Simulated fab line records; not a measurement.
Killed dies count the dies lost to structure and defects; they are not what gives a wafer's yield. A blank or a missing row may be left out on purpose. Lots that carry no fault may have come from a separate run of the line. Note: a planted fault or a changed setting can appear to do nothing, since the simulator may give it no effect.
A lot that was struck, set against a sound lot / flow berkeleyCmos170 / 15 out of 331 route steps
Sound: wafers L961.2, L961.3, L961.5. Struck: wafers L967.2, L967.6 (left out: L967.5, a lot-mate that was not struck); the cause follows at the end.
At each step with rows: each side's tool, then ch and its chambers, then its first start. Under that, the readings that differ: sound wafers / struck wafers / difference of the means / sigmas: that difference in standard deviations of wafers without a fault.
alike: readings whose means differ by less than 2 such deviations, and words and numbers that are the same on both sides. not compared: withheld readings, readings that some wafer has no value for, bounds like >300 that may hide the same value, and numbers for which the record gives no deviation and whose values overlap.
A row with sigmas, a row that says differs or no value, or rows on one side alone: a step with any of these is where the two part. When numbers do not overlap yet have no deviation, they are printed without sigmas and do not part them. A reading that every wafer of one side lacks parts them only if that side has two wafers or more.

UCB170_PLDD_TW_MEAS_11:
  sound: filmMetro-04 at day 9 15:53; struck: filmMetro-01 at day 10 18:16
  alike: PLDD_TW
then, 7 steps without rows for these wafers: UCB170_PLDD_CLEAN_12 (cleans in SPM, time 600 s); UCB170_NLDD_HMDS_00 (prime time 60 s); UCB170_NLDD_COAT_01 (resist thk 900 nm); UCB170_NLDD_SOFTBAKE_02 (time 60 s); UCB170_NLDD_EXPOSE_03 (exposes mask NSELECT, target cd 1200 nm); UCB170_NLDD_PEB_04; UCB170_NLDD_DEVELOP_05 (develop time 45 s).
UCB170_NLDD_CD_MEAS_06: the cd target is 1200 nm.
  sound: cdSem-01 at day 9 17:55; struck: cdSem-02 at day 10 20:12
reading=cdNm (nm); sound=1200.8 1200.1 1200.2; struck=1196.8 1197.9; difference=-3.0; sigmas=-2
UCB170_NLDD_OVL_MEAS_07:
  sound: overlay-01 at day 9 18:01; struck: overlay-01 at day 10 20:19
  alike: NLDD_OVL
then, 2 steps without rows for these wafers: UCB170_NLDD_IMPLANT_08; UCB170_NLDD_IMPLANT_09.
UCB170_NLDD_STRIP_10: strips in O2.
  sound on plasmaAsher-02 ch 0,1, day 9 18:21; struck on plasmaAsher-04 ch 1, day 10 20:38
reading=o2FlowSccm (sccm); sound=398.6 399.8 398.9; struck=319.9 321.6; difference=-78.4; sigmas=-65
reading=oesProductAu (a.u.); sound=0.745 0.730 0.736; struck=0.721 0.711; difference=-0.021; sigmas=-4
reading=stripTimeToEndpointS (s); sound=21.66 21.63 21.66; struck=22.44 22.38; difference=+0.76; sigmas=+14
  alike: drypumpMotorCurrentA
  not compared: rfHoursCounterH
UCB170_NLDD_TW_MEAS_11:
  sound: filmMetro-02 at day 9 18:28; struck: filmMetro-02 at day 10 20:45
  alike: NLDD_TW
UCB170_M3_PROBE_99:
  rows exist in the record for the struck wafers here (prober-02, day 12 08:25), but not for the sound ones

WHERE THEY PART
First at UCB170_NLDD_CD_MEAS_06; last, within this record, at UCB170_M3_PROBE_99.

WHY: what had been put in by the simulator
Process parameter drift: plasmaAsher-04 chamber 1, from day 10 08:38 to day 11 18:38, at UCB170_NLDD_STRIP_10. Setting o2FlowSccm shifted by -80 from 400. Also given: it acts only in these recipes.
